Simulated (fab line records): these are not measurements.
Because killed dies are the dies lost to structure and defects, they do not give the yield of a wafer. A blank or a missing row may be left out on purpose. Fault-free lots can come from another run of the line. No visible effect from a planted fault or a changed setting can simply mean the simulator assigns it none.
2 desks, one fault    flow berkeley cmos170    what lay behind the numbers comes last; until then each desk has only its own

== FROM THE METROLOGY DESK ==
Means of the sampled wafers that have a number, per lot and without regard to the tool the lot ran on: this is what the gauges read. Any lot whose mean is over 4 standard deviations away from the usual mean is out of limits and marked OUT; that distance is given in the brackets.
Columns: A = PWELL_NITRIDE_THK at UCB170_PWELL_THK_MEAS_06, usual 218.6 nm; B = FIELD_OXIDE_THK at UCB170_FIELD_THK_MEAS_02, usual 560 nm; C = FIELD_OXIDE_LEFT_1_THK at UCB170_FIELD_THK_MEAS_90, usual 444 nm; D = FIELD_OXIDE_LEFT_2_THK at UCB170_FIELD_THK_MEAS_91, usual 355 nm; E = V1_BOW at UCB170_V1_BOW_MEAS_03, usual 19 um
lot   first seen here  A      B               C               D               E
L563  day 3 05:54      216.5  571             454             366             26
L564  day 3 12:34      218.4  551             434             346             17
L566  day 3 15:35      217.9  537             422             334             22
L567  day 3 21:34      219.8  566             448             359             20
L568  day 4 03:01      219.9  559             442             354             21
L569  day 4 07:07      216.0  568             451             361             23
L570  day 4 13:20      217.8  678 (+9.1) OUT  562 (+9.1) OUT  473 (+9.1) OUT  24
L571  day 4 13:20      221.8  665 (+8.1) OUT  549 (+8.1) OUT  461 (+8.2) OUT  21
L572  day 4 23:32      217.4  675 (+8.8) OUT  558 (+8.7) OUT  470 (+8.8) OUT  14
L573  day 4 23:34      219.2  666 (+8.1) OUT  549 (+8.1) OUT  460 (+8.1) OUT  24
L574  day 5 07:40      217.6  531             414             326             22
L575  day 5 14:20      221.4  558             441             353             15
L576  day 5 14:20      218.8  550             434             345             17
L578  day 6 01:41      218.6  566             449             360             18
L582  day 7 05:33      217.7  578             462             374             14
L583  day 7 05:33      220.9  575             458             371             17
This desk's finding: out of limits on L570, L571, L572, L573; first on L570, day 6 07:11 (FIELD_OXIDE_THK at UCB170_FIELD_THK_MEAS_02). Within limits: L563, L564, L566, L567, L568, L569, L574, L575, L576, L578, L582, L583.

== FOR THE TOOL OWNER'S DESK: furnace-04 ==
The tool's own readings at UCB170_FIELD_OXIDATION_01 (target thk 558.3 nm, ox time 7200 s): means of the sampled wafers that have a number, for each lot that ran on this tool. Any lot whose mean is over 4 standard deviations away from the usual mean is out of limits and marked OUT; that distance is given in the brackets.
Columns: A = tube center temp C at UCB170_FIELD_OXIDATION_01, usual 1000 C; B = tube_center_temp_C_max at UCB170_FIELD_OXIDATION_01, usual 1002.5
lot   first seen here  A     B
L568  day 5 17:37      1000  1002.8
L569  day 5 17:37      1000  1002.4
L570  day 6 04:11      1000  1002.9
L571  day 6 04:11      1000  1002.2
L572  day 6 08:26      1000  1002.3
L573  day 6 08:26      1000  1002.8
Finding of this desk: none of the 6 lots has anything out of limits.

== ALL TOGETHER ==
L570, L571, L572, L573 would have let the metrology desk raise an alarm at day 6 07:11.
The desk of the tool owner found nothing out of limits.
Tool owner's desk: L570, L571, L572, L573 on record, inside its limits.
On furnace-04, each named lot ran UCB170_FIELD_OXIDATION_01.

== WHAT THE SIMULATOR HAD INSERTED ==
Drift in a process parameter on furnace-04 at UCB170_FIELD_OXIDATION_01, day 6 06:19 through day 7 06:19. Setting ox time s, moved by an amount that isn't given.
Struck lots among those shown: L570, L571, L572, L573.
Per desk, hours elapsed from the start of the fault to the first reading out of limits: for the metrology desk, 1.
